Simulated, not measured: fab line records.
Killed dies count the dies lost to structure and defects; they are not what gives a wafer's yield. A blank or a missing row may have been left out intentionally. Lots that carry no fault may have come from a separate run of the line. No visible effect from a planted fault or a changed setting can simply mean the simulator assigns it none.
The tool behind it: which one? + flow berkeley-cmos170 + 14 lots, 42 wafers sampled, at 4 steps of a route of 331

## WHAT THE GAUGES SHOWED, per wafer
UCB170_V2_OVL_MEAS_13.
| lot  | measured     | on         | V2_OVL (nm) |
|------|--------------|------------|-------------|
| L911 | day 7 19:01  | overlay-02 | -10 -5 -12  |
| L912 | day 7 20:03  | overlay-02 | -9 -11 -9   |
| L913 | day 8 03:50  | overlay-01 | -4 -8 -6    |
| L914 | day 8 06:07  | overlay-01 | -14 -12 -9  |
| L915 | day 9 00:02  | overlay-02 | -7 4 -5     |
| L916 | day 8 22:52  | overlay-02 | 7 3 0       |
| L917 | day 9 00:19  | overlay-02 | -12 -6 -13  |
| L918 | day 8 22:32  | overlay-02 | -10 -12 -6  |
| L919 | day 8 21:33  | overlay-02 | -9 0 -14    |
| L920 | day 8 23:55  | overlay-01 | 2 8 4       |
| L921 | day 9 08:21  | overlay-01 | -3 -6 4     |
| L922 | day 9 08:04  | overlay-02 | 3 -3 1      |
| L924 | day 9 14:35  | overlay-02 | -12 -13 -19 |
| L931 | day 11 02:49 | overlay-01 | 1 -9 -2     |

UCB170_V2_CD_MEAS_90: the cd target is 700 nm.
| lot  | measured     | on        | cd-nm (nm)        |
|------|--------------|-----------|-------------------|
| L911 | day 7 19:21  | cd-sem-01 | 698.7 698.3 698.1 |
| L912 | day 7 20:24  | cd-sem-01 | 701.1 699.7 698.8 |
| L913 | day 8 04:10  | cd-sem-01 | 699.0 699.8 698.6 |
| L914 | day 8 06:28  | cd-sem-02 | 702.3 704.0 703.1 |
| L915 | day 9 00:22  | cd-sem-01 | 699.5 699.6 698.6 |
| L916 | day 8 23:11  | cd-sem-02 | 700.4 701.8 702.7 |
| L917 | day 9 00:40  | cd-sem-02 | 695.9 695.3 696.0 |
| L918 | day 8 22:53  | cd-sem-01 | 695.1 698.0 698.1 |
| L919 | day 8 21:52  | cd-sem-02 | 701.7 702.0 702.0 |
| L920 | day 9 00:13  | cd-sem-02 | 698.9 699.1 697.2 |
| L921 | day 9 08:47  | cd-sem-01 | 697.2 697.7 697.9 |
| L922 | day 9 08:29  | cd-sem-01 | 702.5 702.7 702.0 |
| L924 | day 9 14:55  | cd-sem-01 | 700.0 699.8 700.0 |
| L931 | day 11 03:11 | cd-sem-01 | 698.6 698.1 699.1 |

## EACH LOT AND THE TOOL THAT RAN IT (in order: tool; ch and the chambers of the sampled wafers; start)
| lot  | UCB170_NWELL_OXIDATION_01    | UCB170_CONTACT_ETCH_17            |
|------|------------------------------|-----------------------------------|
| L911 | furnace-04 ch 0, day 1 22:57 | rie-diel-03 ch 0,2, day 7 01:38   |
| L912 | furnace-02 ch 0, day 2 02:38 | rie-diel-03 ch 1,3, day 7 02:35   |
| L913 | furnace-02 ch 0, day 2 10:19 | rie-diel-02 ch 0,2, day 7 10:32   |
| L914 | furnace-02 ch 0, day 2 12:55 | rie-diel-03 ch 0,1, day 7 14:37   |
| L915 | furnace-03 ch 0, day 2 20:49 | rie-diel-03 ch 1,2,3, day 8 06:41 |
| L916 | furnace-03 ch 0, day 2 20:49 | rie-diel-03 ch 0,2,3, day 8 04:35 |
| L917 | furnace-02 ch 0, day 3 06:19 | rie-diel-04 ch 0,1,3, day 8 06:26 |
| L918 | furnace-03 ch 0, day 3 13:56 | rie-diel-04 ch 0,1, day 8 04:41   |
| L919 | furnace-03 ch 0, day 3 13:56 | rie-diel-04 ch 0,1,3, day 8 02:53 |
| L920 | furnace-03 ch 0, day 3 16:37 | rie-diel-02 ch 0,1,3, day 8 04:31 |
| L921 | furnace-03 ch 0, day 3 21:49 | rie-diel-03 ch 0,3, day 8 15:41   |
| L922 | furnace-03 ch 0, day 3 23:10 | rie-diel-04 ch 0,1, day 8 15:25   |
| L924 | furnace-02 ch 0, day 4 12:40 | rie-diel-03 ch 0,1,2, day 8 22:20 |
| L931 | furnace-04 ch 0, day 5 22:01 | rie-diel-03 ch 0,1, day 10 10:07  |
- UCB170_NWELL_OXIDATION_01: target thk 26.4 nm, ox time 1260 s.
- UCB170_CONTACT_ETCH_17: etches BARC in N2/H2.

## AS READ BY THE TOOLS THEMSELVES (means over the sampled wafers that have a number; for cases with no such wafer, the mark the record gives instead)
UCB170_CONTACT_ETCH_17.
| lot  | tool        | drypump-motor-current-A (A) | oes-product-au (a.u.) | rf-fwd-power-W (W) | throttle-valve-pct (%) |
|------|-------------|-----------------------------|-----------------------|--------------------|------------------------|
| L911 | rie-diel-03 | 6.0                         | 1.020                 | 494.4              | 13.36                  |
| L912 | rie-diel-03 | 5.4                         | 0.985                 | 496.9              | 13.29                  |
| L913 | rie-diel-02 | 5.7                         | 1.021                 | 495.0              | 13.32                  |
| L914 | rie-diel-03 | 6.1                         | 1.008                 | 493.1              | 13.14                  |
| L915 | rie-diel-03 | 5.4                         | 0.996                 | 494.9              | 13.34                  |
| L916 | rie-diel-03 | 6.0                         | 1.001                 | 494.8              | 13.32                  |
| L917 | rie-diel-04 | 5.7                         | 0.994                 | 490.8              | 13.39                  |
| L918 | rie-diel-04 | 5.5                         | 0.984                 | 492.4              | 13.28                  |
| L919 | rie-diel-04 | 5.7                         | 0.989                 | 492.1              | 13.40                  |
| L920 | rie-diel-02 | 5.7                         | 0.998                 | 493.8              | 13.39                  |
| L921 | rie-diel-03 | 6.4                         | 0.989                 | 495.6              | 13.21                  |
| L922 | rie-diel-04 | 5.5                         | 0.991                 | 491.5              | 13.28                  |
| L924 | rie-diel-03 | 5.8                         | 0.995                 | 495.3              | 13.26                  |
| L931 | rie-diel-03 | 5.6                         | 0.988                 | 493.6              | 13.13                  |

## THE ANSWER, worked out from the rows above alone
Rule: usual is defined by the lots themselves. Put in order of their means at a reading, lots are off if they are a third of the lots or fewer, leave a main group of 4 or more, and stand apart from it by a gap of 3 or more times the standard deviation of the main group's means; of several such gaps the widest counts. If all means in a main group match to the digits the tables above print for the reading, that group is not used. A lot without any number at a reading at which 4 lots or more have one is off too. Any other lot the step has rows for is counted as sound. The gauges are gone through in route order, then the tools' own readings, and for those a lot's mean is taken as printed above. At the first step where some lot is off, the reading lying furthest off is the one used; lots without a number count as furthest.
No lot is off at any reading shown: from this, nothing can be told.

## WHAT THE SIMULATOR PUT IN
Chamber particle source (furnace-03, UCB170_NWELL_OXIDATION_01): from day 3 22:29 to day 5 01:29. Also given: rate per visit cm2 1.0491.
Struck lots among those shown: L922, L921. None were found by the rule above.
